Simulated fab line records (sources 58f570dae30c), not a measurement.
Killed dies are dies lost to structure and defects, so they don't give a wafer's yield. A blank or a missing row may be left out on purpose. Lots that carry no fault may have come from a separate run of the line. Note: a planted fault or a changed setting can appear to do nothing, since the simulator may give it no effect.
The tool behind it: which one? ; flow berkeleyCmos170 ; 14 lots with 42 wafers sampled at 4 steps, on a route of 331 steps

## WHAT THE GAUGES READ, wafer by wafer
UCB170_V2_THK_MEAS_01. Usual: V2_TEOS_THK typically reads 2095 nm, with standard deviation 25.
lot;measured;on;V2_TEOS_THK (nm);flag
L273;day 8 02:53;filmMetro-03;2119 2088 2113;
L272;day 8 15:43;filmMetro-01;2090 2133 2126;
L274;day 8 16:01;filmMetro-02;2099 2139 2133;
L282;day 10 15:32;filmMetro-02;2072 2085 2097;
L281;day 10 19:54;filmMetro-01;2077 2149 2119;
L284;day 11 05:26;filmMetro-03;2042 2064 2098;
L287;day 11 05:55;filmMetro-01;2085 2092 2072;
L285;day 11 05:56;filmMetro-02;2076 2076 2115;
L288;day 11 07:04;filmMetro-03;2074 2097 2100;
L289;day 12 04:40;filmMetro-02;2154 2127 2110;
L291;day 12 04:48;filmMetro-03;2077 2114 2110;
L292;day 12 10:29;filmMetro-01;2109 2129 2089;

UCB170_V2_CD_MEAS_12 targets a cd of 700 nm. Usual: 700.0 nm for cdNm, sd 1.3.
lot;measured;on;cdNm (nm);flag
L273;day 8 05:39;cdSem-02;700.6 700.7 701.4;
L272;day 8 17:59;cdSem-02;700.5 700.1 699.4;
L274;day 8 18:13;cdSem-02;701.5 700.3 699.6;
L282;day 10 20:00;cdSem-02;700.1 698.9 698.3;
L281;day 11 00:29;cdSem-02;698.3 698.1 698.5;
L284;day 11 07:51;cdSem-01;700.4 699.7 700.6;
L287;day 11 08:39;cdSem-02;699.5 699.3 699.6;
L285;day 11 08:56;cdSem-02;701.7 701.6 703.8;
L288;day 11 09:57;cdSem-01;700.3 698.0 697.0;
L289;day 12 06:32;cdSem-02;701.5 700.6 700.0;
L291;day 12 07:10;cdSem-01;701.8 700.1 700.5;
L292;day 12 12:47;cdSem-02;698.0 697.6 697.4;

UCB170_V2_OVL_MEAS_13. Usual: V2_OVL typically reads 2 nm, with standard deviation 6.9.
lot;measured;on;V2_OVL (nm);flag
L273;day 8 05:46;overlay-01;-10 -7 -1;
L272;day 8 18:05;overlay-02;5 8 14;
L274;day 8 18:17;overlay-01;8 -2 2;
L282;day 10 20:07;overlay-02;3 0 3;
L281;day 11 00:37;overlay-01;2 7 15;
L284;day 11 07:56;overlay-01;-5 -6 1;
L287;day 11 08:46;overlay-01;-11 -4 0;
L285;day 11 09:02;overlay-02;9 6 5;
L288;day 11 10:02;overlay-02;13 13 8;
L289;day 12 06:37;overlay-02;9 6 9;
L291;day 12 07:16;overlay-01;13 4 1;
L292;day 12 12:53;overlay-02;0 2 6;

## EACH LOT AND THE TOOL THAT RAN IT (in order: tool; ch and the chambers of the sampled wafers; start)
lot;UCB170_M2_PEB_13
L273;lithoTrack-03 ch 0, day 8 01:51
L272;lithoTrack-03 ch 0, day 8 14:42
L274;lithoTrack-03 ch 0, day 8 15:02
L277;lithoTrack-03, day 9 05:05
L276;lithoTrack-01, day 9 09:44
L282;lithoTrack-04 ch 0, day 10 14:28
L281;lithoTrack-01 ch 0, day 10 18:41
L284;lithoTrack-01 ch 0, day 11 04:20
L287;lithoTrack-03 ch 0, day 11 04:47
L285;lithoTrack-01 ch 0, day 11 04:52
L288;lithoTrack-04 ch 0, day 11 06:01
L289;lithoTrack-03 ch 0, day 12 03:41
L291;lithoTrack-04 ch 0, day 12 03:47
L292;lithoTrack-03 ch 0, day 12 09:29
- UCB170_M2_PEB_13

## AS READ BY THE TOOLS THEMSELVES (means over the sampled wafers that have a number; for cases with no such wafer, the mark the record gives instead)
UCB170_M2_PEB_13. Usual: chillPlateTempC 23.01 C, standard deviation 0.11; exhaustPa 44.8 Pa, standard deviation 0.96; plateTempC 130.00 C, standard deviation 0.14.
lot;tool;chillPlateTempC (C);exhaustPa (Pa);plateTempC (C);flag
L273;lithoTrack-03;22.98;43.9;130.02;
L272;lithoTrack-03;23.10;45.0;130.01;
L274;lithoTrack-03;23.13;45.1;130.05;
L277;lithoTrack-03;-;-;-;OFF
L276;lithoTrack-01;-;-;-;OFF
L282;lithoTrack-04;23.04;46.5;130.04;
L281;lithoTrack-01;23.06;44.1;130.03;
L284;lithoTrack-01;23.07;45.1;129.81;
L287;lithoTrack-03;23.06;44.7;130.21;
L285;lithoTrack-01;23.08;45.6;130.02;
L288;lithoTrack-04;23.02;43.2;129.90;
L289;lithoTrack-03;23.07;43.9;129.92;
L291;lithoTrack-04;22.89;45.4;130.20;
L292;lithoTrack-03;22.97;46.0;130.14;

## THE ANSWER, worked out from the rows above alone
Rule: a lot counts as off when the mean over its wafers that have a number is more than 3 standard deviations away from the usual mean. Also off: a lot with no number at a reading for which 4 or more lots have one. Any other lot the step has rows for is counted as sound. Order of review: gauges by route order, followed by the tools' own readings, for which a lot's mean as printed above is used. At the first step where some lot is off, the reading lying furthest off is the one used; lots without a number count as furthest.
Off at UCB170_M2_PEB_13 (chillPlateTempC): L277, L276. Without a number there: L277, L276.
A tool fits if, at that step or a process step before it, it ran every lot that is off, and no sound lot after the first of them. Not one of the candidates tried fits.

## WHAT THE SIMULATOR HAD INSERTED
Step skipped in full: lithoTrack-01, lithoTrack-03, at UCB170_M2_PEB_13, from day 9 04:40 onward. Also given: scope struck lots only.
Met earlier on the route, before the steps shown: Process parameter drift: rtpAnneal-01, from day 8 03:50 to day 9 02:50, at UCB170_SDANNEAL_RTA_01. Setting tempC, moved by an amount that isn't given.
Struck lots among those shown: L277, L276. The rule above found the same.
